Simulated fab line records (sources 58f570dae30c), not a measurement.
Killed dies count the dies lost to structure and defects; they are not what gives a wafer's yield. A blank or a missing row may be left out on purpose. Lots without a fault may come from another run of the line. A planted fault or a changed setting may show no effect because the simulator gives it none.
One fault through the eyes of 2 desks / flow berkeley-cmos170 / what lay behind the numbers comes last; until then each desk has only its own

== AT THE TOOL OWNER'S DESK: furnace-04 ==
The tool's own readings at UCB170_SCREENOX_OXIDATION_01 (target thk 14.4 nm, ox time 2400 s): means of the sampled wafers that have a number, for each lot that ran on this tool. Any lot whose mean is over 4 standard deviations away from the usual mean is out of limits and marked OUT; that distance is given in the brackets.
Columns: A = ox-temp-c at UCB170_SCREENOX_OXIDATION_01, usual 900.1 C; B = ox-temp-c-max at UCB170_SCREENOX_OXIDATION_01, usual 903.0; C = tube_center_temp_C_max at UCB170_SCREENOX_OXIDATION_01, usual 902.3
lot=L858; first seen here=day 5 16:46; A=899.8; B=902.5; C=902.5
lot=L859; first seen here=day 5 16:46; A=899.8; B=902.0; C=902.3
lot=L860; first seen here=day 6 09:49; A=899.8; B=902.1; C=902.4
lot=L861; first seen here=day 6 09:49; A=900.0; B=902.2; C=901.7
lot=L868; first seen here=day 7 19:50; A=900.1; B=902.4; C=902.2
lot=L869; first seen here=day 7 19:50; A=900.1; B=902.4; C=902.5
lot=L876; first seen here=day 9 04:09; A=899.9; B=902.1; C=902.4
lot=L880; first seen here=day 10 07:09; A=899.7; B=902.0; C=902.2
lot=L881; first seen here=day 10 07:09; A=899.8; B=902.0; C=902.9
This desk's verdict: no lot among the 9 shows anything out of limits.

== AT THE METROLOGY DESK ==
What the gauges read for every lot (on any tool): the sampled wafers with a number, averaged. Any lot whose mean is over 4 standard deviations away from the usual mean is out of limits and marked OUT; that distance is given in the brackets.
Columns: A = GATE_POLY_THK at UCB170_GATE_THK_MEAS_05, usual 214.8 nm; B = NSD_RS at UCB170_SDANNEAL_RS_MEAS_03, usual 37.18 ohm/sq
lot=L858; first seen here=day 6 13:15; A=213.3; B=37.13
lot=L859; first seen here=day 6 13:15; A=217.3; B=37.13
lot=L860; first seen here=day 7 13:02; A=213.9; B=37.15
lot=L861; first seen here=day 7 13:02; A=213.6; B=37.20
lot=L862; first seen here=day 7 17:02; A=211.8; B=37.09
lot=L865; first seen here=day 8 15:46; A=212.3; B=37.12
lot=L864; first seen here=day 8 15:49; A=214.5; B=37.21
lot=L868; first seen here=day 8 20:23; A=216.0; B=37.31
lot=L869; first seen here=day 8 20:24; A=215.4; B=37.08
lot=L876; first seen here=day 10 03:39; A=217.3; B=37.07
lot=L880; first seen here=day 11 06:15; A=217.1; B=37.16
lot=L881; first seen here=day 11 06:17; A=216.1; B=37.12
This desk's verdict: no lot among the 12 shows anything out of limits.

== TAKEN TOGETHER ==
The tool owner's desk saw nothing out of limits.
Metrology desk: nothing out of limits seen.

== WHAT HAD BEEN PUT IN BY THE SIMULATOR ==
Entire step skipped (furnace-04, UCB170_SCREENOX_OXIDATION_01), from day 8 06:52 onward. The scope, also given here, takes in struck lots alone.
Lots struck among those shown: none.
